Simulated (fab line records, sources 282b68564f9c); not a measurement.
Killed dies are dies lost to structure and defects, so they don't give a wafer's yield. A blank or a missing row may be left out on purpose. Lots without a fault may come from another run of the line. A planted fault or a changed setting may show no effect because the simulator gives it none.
Which tool did it? | flow rit_cmos | 14 lots, 42 wafers sampled, at 5 steps of a route of 202

WHAT THE GAUGES READ, wafer by wafer
RIT_PWELL_TW_MEAS_10. Usual: PWELL_TW 944, standard deviation 5.5.
lot  | measured    | on            | PWELL_TW    | flag
L578 | day 2 01:41 | film_metro-03 | 944 941 948 |
L580 | day 2 10:04 | film_metro-03 | 940 947 943 |
L582 | day 2 20:56 | film_metro-03 | 939 945 939 |
L584 | day 3 06:13 | film_metro-03 | 935 935 937 |
L585 | day 3 11:20 | film_metro-03 | 941 941 941 |
L586 | day 3 15:39 | film_metro-03 | 940 934 938 |
L589 | day 4 06:22 | film_metro-03 | 941 939 941 |
L590 | day 4 13:38 | film_metro-03 | 943 939 942 |
L591 | day 4 18:16 | film_metro-04 | 955 947 950 |
L596 | day 5 18:55 | film_metro-04 | 948 955 948 |
L597 | day 6 02:41 | film_metro-04 | 944 947 948 |
L598 | day 6 05:40 | film_metro-04 | 951 951 948 |
L599 | day 6 08:14 | film_metro-01 | 946 952 950 |
L600 | day 6 15:43 | film_metro-03 | 940 936 941 |

RIT_PRETRO_TW_MEAS_10. Usual: PRETRO_TW 475, standard deviation 4.8.
lot  | measured    | on            | PRETRO_TW   | flag
L578 | day 2 10:21 | film_metro-02 | 478 478 475 |
L580 | day 2 18:35 | film_metro-02 | 478 477 478 |
L582 | day 3 05:31 | film_metro-01 | 473 471 470 |
L584 | day 3 15:43 | film_metro-01 | 470 470 470 |
L585 | day 3 19:53 | film_metro-03 | 469 468 468 |
L586 | day 4 00:40 | film_metro-02 | 481 478 479 |
L589 | day 4 16:13 | film_metro-02 | 478 477 479 |
L590 | day 4 22:19 | film_metro-02 | 476 479 475 |
L591 | day 5 03:34 | film_metro-01 | 472 474 471 |
L596 | day 6 03:43 | film_metro-03 | 470 469 470 |
L597 | day 6 11:14 | film_metro-02 | 479 481 482 |
L598 | day 6 15:48 | film_metro-02 | 480 479 480 |
L599 | day 6 17:30 | film_metro-02 | 479 479 479 |
L600 | day 7 01:07 | film_metro-02 | 483 480 485 |

RIT_PSD_TW_MEAS_10. Usual: PSD_TW 3434, standard deviation 23.
lot  | measured    | on            | PSD_TW         | flag
L578 | day 3 04:37 | film_metro-02 | 3460 3467 3466 |
L580 | day 3 12:38 | film_metro-04 | 3445 3437 3434 |
L582 | day 4 02:17 | film_metro-01 | 3418 3425 3433 |
L584 | day 4 10:49 | film_metro-04 | 3435 3418 3413 |
L585 | day 4 13:48 | film_metro-04 | 3443 3427 3417 |
L586 | day 4 21:11 | film_metro-04 | 3414 3418 3411 |
L589 | day 5 12:27 | film_metro-02 | 30 30 30       | OFF
L590 | day 5 19:40 | film_metro-02 | 30 30 30       | OFF
L591 | day 5 21:35 | film_metro-02 | 3456 3454 3458 |
L596 | day 7 01:19 | film_metro-04 | 3436 3418 3420 |
L597 | day 7 09:10 | film_metro-01 | 3404 3406 3398 |
L598 | day 7 14:55 | film_metro-01 | 3403 3418 3405 |
L599 | day 7 16:23 | film_metro-02 | 3464 3463 3466 |
L600 | day 8 00:45 | film_metro-01 | 3387 3384 3396 |

RIT_M1_OVL_MEAS_10. Usual: M1_OVL -1.2 nm, standard deviation 1.4.
lot  | measured    | on         | M1_OVL (nm)    | flag
L578 | day 3 10:05 | overlay-01 | -2.4 -1.2 -0.2 |
L580 | day 3 18:07 | overlay-02 | -1.0 2.2 -2.0  |
L582 | day 4 07:35 | overlay-02 | -2.3 -0.9 -1.7 |
L584 | day 4 16:16 | overlay-02 | -2.9 -1.9 -2.1 |
L585 | day 4 19:08 | overlay-01 | -3.1 -1.5 -0.8 |
L586 | day 5 02:47 | overlay-01 | -3.0 -1.2 -1.9 |
L589 | day 5 17:48 | overlay-01 | 0.9 0.6 -0.3   |
L590 | day 6 00:53 | overlay-01 | -2.5 -0.6 -1.2 |
L591 | day 6 03:10 | overlay-02 | -3.2 -2.8 -2.5 |
L596 | day 7 06:41 | overlay-02 | 1.0 0.7 0.6    |
L597 | day 7 14:29 | overlay-02 | 0.8 1.7 0.3    |
L598 | day 7 20:05 | overlay-01 | -0.8 0.0 -0.3  |
L599 | day 7 21:34 | overlay-01 | -1.7 -0.7 -2.9 |
L600 | day 8 06:03 | overlay-02 | -2.2 -2.1 0.0  |

WHICH TOOL RAN EACH LOT (tool, then ch and the chambers of the sampled wafers, then the start)
lot  | RIT_NSD_STRIP_09
L578 | plasma_asher-02 ch 0,1, day 3 03:01
L580 | plasma_asher-03 ch 0,1, day 3 11:02
L582 | plasma_asher-04 ch 0,1, day 4 00:34
L584 | plasma_asher-02 ch 1, day 4 09:13
L585 | plasma_asher-02 ch 0,1, day 4 11:44
L586 | plasma_asher-02 ch 0,1, day 4 19:28
L589 | plasma_asher-03 ch 0, day 5 10:44
L590 | plasma_asher-04 ch 0,1, day 5 18:04
L591 | plasma_asher-02 ch 0,1, day 5 19:58
L596 | plasma_asher-02 ch 0,1, day 6 23:35
L597 | plasma_asher-03 ch 0, day 7 07:34
L598 | plasma_asher-03 ch 0,1, day 7 13:13
L599 | plasma_asher-03 ch 0,1, day 7 14:47
L600 | plasma_asher-02 ch 0,1, day 7 23:02
- RIT_NSD_STRIP_09: strips in O2, time 180 s.

WHAT THE TOOLS THEMSELVES READ (means of the sampled wafers that have a number; where no wafer has one, the mark that the record gives instead)
RIT_NSD_STRIP_09. Usual: chamber_pressure_mTorr 4000 mTorr, standard deviation 3.8; drypump_motor_current_A 5.8 A, standard deviation 0.34; o2_flow_sccm 3997 sccm, standard deviation 14.
lot  | tool            | chamber_pressure_mTorr (mTorr) | drypump_motor_current_A (A) | o2_flow_sccm (sccm) | flag
L578 | plasma_asher-02 | 4002                           | 5.9                         | 4005                |
L580 | plasma_asher-03 | 3998                           | 5.4                         | 4009                |
L582 | plasma_asher-04 | 3996                           | 5.8                         | 3995                |
L584 | plasma_asher-02 | 4000                           | 5.7                         | 4021                |
L585 | plasma_asher-02 | 3998                           | 6.1                         | 4011                |
L586 | plasma_asher-02 | 4004                           | 5.8                         | 3999                |
L589 | plasma_asher-03 | -                              | -                           | -                   | OFF
L590 | plasma_asher-04 | -                              | -                           | -                   | OFF
L591 | plasma_asher-02 | 4002                           | 6.1                         | 3981                |
L596 | plasma_asher-02 | 4000                           | 5.8                         | 3989                |
L597 | plasma_asher-03 | 3999                           | 5.3                         | 3985                |
L598 | plasma_asher-03 | 4001                           | 5.5                         | 4012                |
L599 | plasma_asher-03 | 4001                           | 5.5                         | 3979                |
L600 | plasma_asher-02 | 4002                           | 5.9                         | 4001                |

THE ANSWER, worked out from the rows above alone
Rule: a lot is off if the mean of its wafers that have a number lies more than 3 standard deviations from the usual mean. A lot without any number at a reading at which 4 lots or more have one is off too. The other lots that the step has rows for count as sound. The gauges are gone through in route order, then the tools' own readings, and for those a lot's mean is taken as printed above. The first step at which some lot is off is used, and at that step the reading that is off furthest; a lot without a number counts as furthest.
Off: L589, L590, at RIT_PSD_TW_MEAS_10 (PSD_TW).
A tool fits if, at a process step before that reading, it ran every lot that is off, and no sound lot after the first of them. The gauges at RIT_PSD_TW_MEAS_10 aren't tried: what is off there is off at RIT_NSD_STRIP_09 too, on other tools, and a gauge's error can't cause that. None of those tried fits.

WHAT THE SIMULATOR HAD PUT IN
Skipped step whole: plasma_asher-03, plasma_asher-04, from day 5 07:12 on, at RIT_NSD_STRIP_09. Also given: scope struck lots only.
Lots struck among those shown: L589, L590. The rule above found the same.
